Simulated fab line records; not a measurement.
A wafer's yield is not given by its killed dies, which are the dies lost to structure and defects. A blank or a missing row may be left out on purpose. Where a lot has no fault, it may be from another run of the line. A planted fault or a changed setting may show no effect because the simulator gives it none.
Matching of chambers + flow rit_cmos + RIT_M1_STRIP_13 on wet_bench-02: 3 sister chambers
The step strips in nmp, time 600 s. 16 wafers are shown with their chamber, then 8 later ones without.

EACH WAFER AND ITS CHAMBER
| wafer  | chamber | bath_heat_duty_pct (%) |
|--------|---------|------------------------|
| L295.2 | 1       | 17.1                   |
| L295.3 | 1       | 16.7                   |
| L295.4 | 1       | 17.2                   |
| L305.1 | 1       | 17.4                   |
| L305.5 | 1       | 15.4                   |
| L305.6 | 1       | 16.3                   |
| L306.2 | 0       | 18.5                   |
| L306.4 | 0       | 18.8                   |
| L306.5 | 0       | 19.1                   |
| L308.1 | 2       | 16.7                   |
| L308.4 | 2       | 16.8                   |
| L308.6 | 2       | 16.8                   |
| L309.1 | 1       | 17.0                   |
| L309.3 | 1       | 16.1                   |
| L309.6 | 1       | 15.9                   |
| L310.1 | 2       | 17.5                   |

SIGNATURES (averages over the wafers above)
| reading            | chamber 0 | chamber 1 | chamber 2 | scatter within a chamber |
|--------------------|-----------|-----------|-----------|--------------------------|
| bath_heat_duty_pct | 18.800    | 16.567    | 16.950    | 0.573                    |
Rule: distance of a wafer from a chamber = root of the sum over the readings of ((wafer's reading minus chamber's mean) / reading's scatter) squared. If the next closest chamber is less than 2 further off than the closest, the wafer can't be placed; otherwise it belongs to the closest. The scatter: the root of (the sum of the squares of (reading less its chamber's mean) over the shown wafers, divided by (wafers less chambers)).

WAFERS WHOSE CHAMBER IS MISSING
| wafer  | bath_heat_duty_pct (%) |
|--------|------------------------|
| L310.2 | 18.5                   |
| L310.6 | 17.0                   |
| L312.1 | 16.1                   |
| L312.2 | 16.2                   |
| L312.4 | 16.6                   |
| L316.2 | 16.9                   |
| L316.4 | 18.0                   |
| L316.6 | 18.5                   |

THE CHAMBER EACH PASSED THROUGH
| wafer  | from the rows above          | in truth                   |
|--------|------------------------------|----------------------------|
| L310.2 | 0                            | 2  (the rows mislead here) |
| L310.6 | can't be placed: 2 or 1      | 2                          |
| L312.1 | can't be placed: 1 or 2      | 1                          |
| L312.2 | can't be placed: 1 or 2      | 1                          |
| L312.4 | can't be placed: 1 or 2      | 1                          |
| L316.2 | can't be placed: 2 or 1      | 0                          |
| L316.4 | can't be placed: 0 or 2 or 1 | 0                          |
| L316.6 | 0                            | 0                          |
Placed correctly: 1 of 8. These rows do not allow placing 6 (true chamber among the candidates in 5). Wrongly placed: 1.
